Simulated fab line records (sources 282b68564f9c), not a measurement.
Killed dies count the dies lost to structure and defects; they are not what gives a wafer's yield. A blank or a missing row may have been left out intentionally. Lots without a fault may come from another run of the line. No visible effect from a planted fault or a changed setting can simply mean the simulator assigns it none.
Which tool did it?    flow rit_cmos    Sampling: 7 lots, 21 wafers, 2 of 202 route steps

WHAT THE GAUGES READ, wafer by wafer
RIT_ACTIVE_THK_MEAS_02.
lot   measured     on             ACTIVE_OXIDE_THK (nm)
L825  day 1 17:57  film_metro-01  50.6 50.2 51.1
L828  day 2 10:30  film_metro-01  49.9 50.8 51.4
L831  day 2 23:59  film_metro-04  51.0 50.7 50.8
L835  day 3 20:06  film_metro-02  50.5 49.8 49.8
L841  day 5 02:07  film_metro-01  54.2 54.3 53.9
L843  day 5 11:03  film_metro-04  51.6 50.0 50.5
L845  day 5 22:05  film_metro-02  50.3 50.2 50.3

EACH LOT AND THE TOOL THAT RAN IT (in order: tool; ch and the chambers of the sampled wafers; start)
lot   RIT_ACTIVE_OXIDATION_01
L825  furnace-03 ch 0, day 1 15:59
L828  furnace-03 ch 0, day 2 08:34
L831  furnace-03 ch 0, day 2 22:04
L835  furnace-01 ch 0, day 3 18:10
L841  furnace-03 ch 0, day 5 00:11
L843  furnace-04 ch 0, day 5 09:07
L845  furnace-01 ch 0, day 5 20:10
- RIT_ACTIVE_OXIDATION_01: target thk 46.8 nm, ox time 3360 s.

THE ANSWER, worked out from the rows above alone
Rule: the usual values come from the lots themselves. The widest of any qualifying gaps counts: lots, ordered by their means at a reading, are off when they make up no more than a third of the lots, leave a main group of 4 or more, and stand apart from it by 3 or more times the standard deviation of that group's means. The tables above print the reading to a certain number of digits; a main group whose means all agree to those digits is not used. A lot without any number at a reading at which 4 lots or more have one is off too. The other lots that the step has rows for count as sound.
Off: L841, at RIT_ACTIVE_THK_MEAS_02 (ACTIVE_OXIDE_THK). Mean 50.5 nm and standard deviation 0.28 in the main group.
A tool fits if, at a process step before that reading, it ran every lot that is off, and no sound lot after the first of them. Those tools and the gauges at RIT_ACTIVE_THK_MEAS_02 are tried in the same way. 2 tools fit, furnace-03 at RIT_ACTIVE_OXIDATION_01 and film_metro-01 at RIT_ACTIVE_THK_MEAS_02, so this cannot tell which one it is.

WHAT THE SIMULATOR HAD PUT IN
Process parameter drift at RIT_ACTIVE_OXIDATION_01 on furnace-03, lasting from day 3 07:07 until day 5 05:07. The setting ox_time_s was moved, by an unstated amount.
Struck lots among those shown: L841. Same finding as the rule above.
